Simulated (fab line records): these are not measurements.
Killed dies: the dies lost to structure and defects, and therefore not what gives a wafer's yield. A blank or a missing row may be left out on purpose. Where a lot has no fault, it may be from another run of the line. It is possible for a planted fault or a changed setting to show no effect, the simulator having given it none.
Struck lot and sound lot, side by side | flow rit-cmos | 35 steps out of a route of 202
Sound: wafers L221.2, L221.3, L221.5. The struck wafers were L241.1, L241.3, L241.6. The cause is named last.
Per side, at each step with rows, come the tool, then ch with its chambers, and then its first start. Under that, the readings that differ: sound wafers | struck wafers | difference of the means | sigmas: that difference in standard deviations of wafers without a fault.
alike: readings with means less than 2 such deviations apart, plus words and numbers identical on both sides. not compared: withheld readings, readings lacking a value on some wafer, bounds such as >300 that could conceal the same value, and numbers that have no deviation in the record and whose values overlap.
A row with sigmas, a row that says differs or no value, or rows on one side alone: a step with any of these is where the two part. Numbers that don't overlap but have no deviation are shown without sigmas and don't part them. Lack of a reading on every wafer of one side parts them only where that side has two or more wafers.

RIT_CONTACT_CVD_00: deposits SiO2 from TEOS, target thk 400 nm, time 61 s.
  sound on pecvd-03 ch 0,1,2, day 3 09:29; struck on pecvd-04 ch 0,1,2, day 7 13:37
  alike: heater-power-w
RIT_CONTACT_THK_MEAS_01:
  sound: film-metro-04 at day 3 09:32; struck: film-metro-04 at day 7 13:40
  alike: CONTACT_TEOS_THK
then, 6 steps without rows for these wafers: RIT_CONTACT_HMDS_02 (prime time 60 s); RIT_CONTACT_COAT_03 (resist thk 983.7 nm); RIT_CONTACT_SOFTBAKE_04 (time 60 s); RIT_CONTACT_EXPOSE_05 (exposes mask M11, target cd 1000 nm); RIT_CONTACT_PEB_06; RIT_CONTACT_DEVELOP_07 (develop time 120 s).
RIT_CONTACT_CD_MEAS_08 targets a cd of 1000 nm.
  sound: cd-sem-01 at day 3 10:42; struck: cd-sem-02 at day 7 14:59
  alike: cd-nm
RIT_CONTACT_OVL_MEAS_09:
  sound: overlay-01 at day 3 10:48; struck: overlay-02 at day 7 15:06
  alike: CONTACT_OVL
then, 1 step without rows for these wafers: RIT_CONTACT_HARDBAKE_10 (time 60 s).
RIT_CONTACT_ETCH_11: etches SiO2 in CHF3/CF4/Ar, stops on TiSi2, target depth 480 nm, time 320 s.
  sound on rie-diel-03 ch 0,2, day 3 11:07; struck on rie-diel-02 ch 0,1, day 7 15:17
  alike: CHF3_flow_sccm, drypump-motor-current-A, oes-product-au, throttle-valve-pct
  not compared: rf-hours-counter-h
RIT_CONTACT_STRIP_12: strips in O2, time 180 s.
  sound on plasma-asher-04 ch 0, day 3 11:19; struck on plasma-asher-04 ch 1, day 7 15:29
  reading             | sound          | struck         | difference | sigmas
  o2-flow-sccm (sccm) | 3994 4009 3982 | 4028 4009 4020 | +24        | +2
  alike: drypump-motor-current-A
  not compared: rf-hours-counter-h
RIT_CONTACT_CD_MEAS_90 targets a cd of 1000 nm.
  sound: cd-sem-02 at day 3 11:30; struck: cd-sem-01 at day 7 15:40
  alike: cd-nm
then, 2 steps without rows for these wafers: RIT_CONTACT_CLEAN_13 (cleans in SC1, time 600 s); RIT_CONTACT_CLEAN_14 (cleans in SC2, time 600 s).
RIT_M1_SPUTTER_00: material Al, target thk 400 nm, time 500 s.
  sound: pvd-sputter-04 at day 3 11:57; struck: pvd-sputter-01 at day 7 16:08
  alike: throttle-valve-pct
RIT_M1_RS_MEAS_01: the measuring method here is four-point-probe.
  sound: film-metro-03 at day 3 12:16; struck: film-metro-04 at day 7 16:26
  alike: M1_AL_RS
RIT_M1_THK_MEAS_02: measures by xrf.
  sound: film-metro-03 at day 3 12:23; struck: film-metro-04 at day 7 16:34
  reading        | sound       | struck      | difference | sigmas
  M1_AL_THK (nm) | 399 401 399 | 412 411 411 | +12        | +2
then, 6 steps without rows for these wafers: RIT_M1_HMDS_03 (prime time 60 s); RIT_M1_COAT_04 (resist thk 1300 nm); RIT_M1_SOFTBAKE_05 (time 60 s); RIT_M1_EXPOSE_06 (exposes mask M12, target cd 2600 nm); RIT_M1_PEB_07; RIT_M1_DEVELOP_08 (develop time 68 s).
RIT_M1_CD_MEAS_09 targets a cd of 2600 nm.
  sound: cd-sem-01 at day 3 13:20; struck: cd-sem-01 at day 7 17:30
  reading    | sound                | struck               | difference | sigmas
  cd-nm (nm) | 2601.6 2606.4 2602.9 | 2596.6 2596.1 2595.6 | -7.5       | -4
RIT_M1_OVL_MEAS_10:
  sound: overlay-01 at day 3 13:26; struck: overlay-02 at day 7 17:37
  alike: M1_OVL
then, 1 step without rows for these wafers: RIT_M1_HARDBAKE_11 (time 120 s).
RIT_M1_METAL_ETCH_12: etches Al in Cl2/BCl3, stops on SiO2, time 165 s, target depth 600 nm.
  sound on rie-metal-04 ch 0,1, day 3 13:43; struck on rie-metal-04 ch 0, day 7 17:54
  alike: drypump-motor-current-A, oes-product-au, throttle-valve-pct
  not compared: rf-hours-counter-h
then, 1 step without rows for these wafers: RIT_M1_STRIP_13 (strips in nmp, time 600 s).
RIT_M1_STRIP_14: strips in O2, time 180 s.
  sound on plasma-asher-03 ch 0,1, day 3 14:04; struck on plasma-asher-01 ch 0, day 7 18:16
  alike: drypump-motor-current-A, o2-flow-sccm
  not compared: rf-hours-counter-h
RIT_M1_CD_MEAS_90 targets a cd of 2600 nm.
  sound: cd-sem-02 at day 3 14:16; struck: cd-sem-01 at day 7 18:26
  reading    | sound                | struck               | difference | sigmas
  cd-nm (nm) | 2602.1 2605.3 2602.2 | 2596.7 2595.2 2594.2 | -7.8       | -3
then, 1 step without rows for these wafers: RIT_M1_ANNEAL_15 (time 1800 s).
RIT_M1_BOW_MEAS_16:
  sound: film-metro-03 at day 3 17:53; struck: film-metro-02 at day 7 21:54
  reading     | sound    | struck   | difference | sigmas
  M1_BOW (um) | 31 28 34 | 20 -1 24 | -17        | -2
RIT_M1_PROBE_99:
  sound: prober-01 at day 3 18:02; struck: prober-02 at day 7 22:01
  reading            | sound  | struck   | difference | sigmas
  killed-at-contacts | 0 0 0  | 41 41 40 | +41        | +99 or more
  killed-dies        | 6 6 11 | 49 46 44 | +39        | +13
  alike: killed-at-front-end, killed-on-rim, killed-open, killed-short

WHERE THEY PART
First at RIT_CONTACT_STRIP_12; last, within this record, at RIT_M1_PROBE_99.

WHY: what had been put in by the simulator
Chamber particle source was plasma-asher-04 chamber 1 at RIT_CONTACT_STRIP_12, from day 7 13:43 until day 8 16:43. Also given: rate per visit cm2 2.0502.
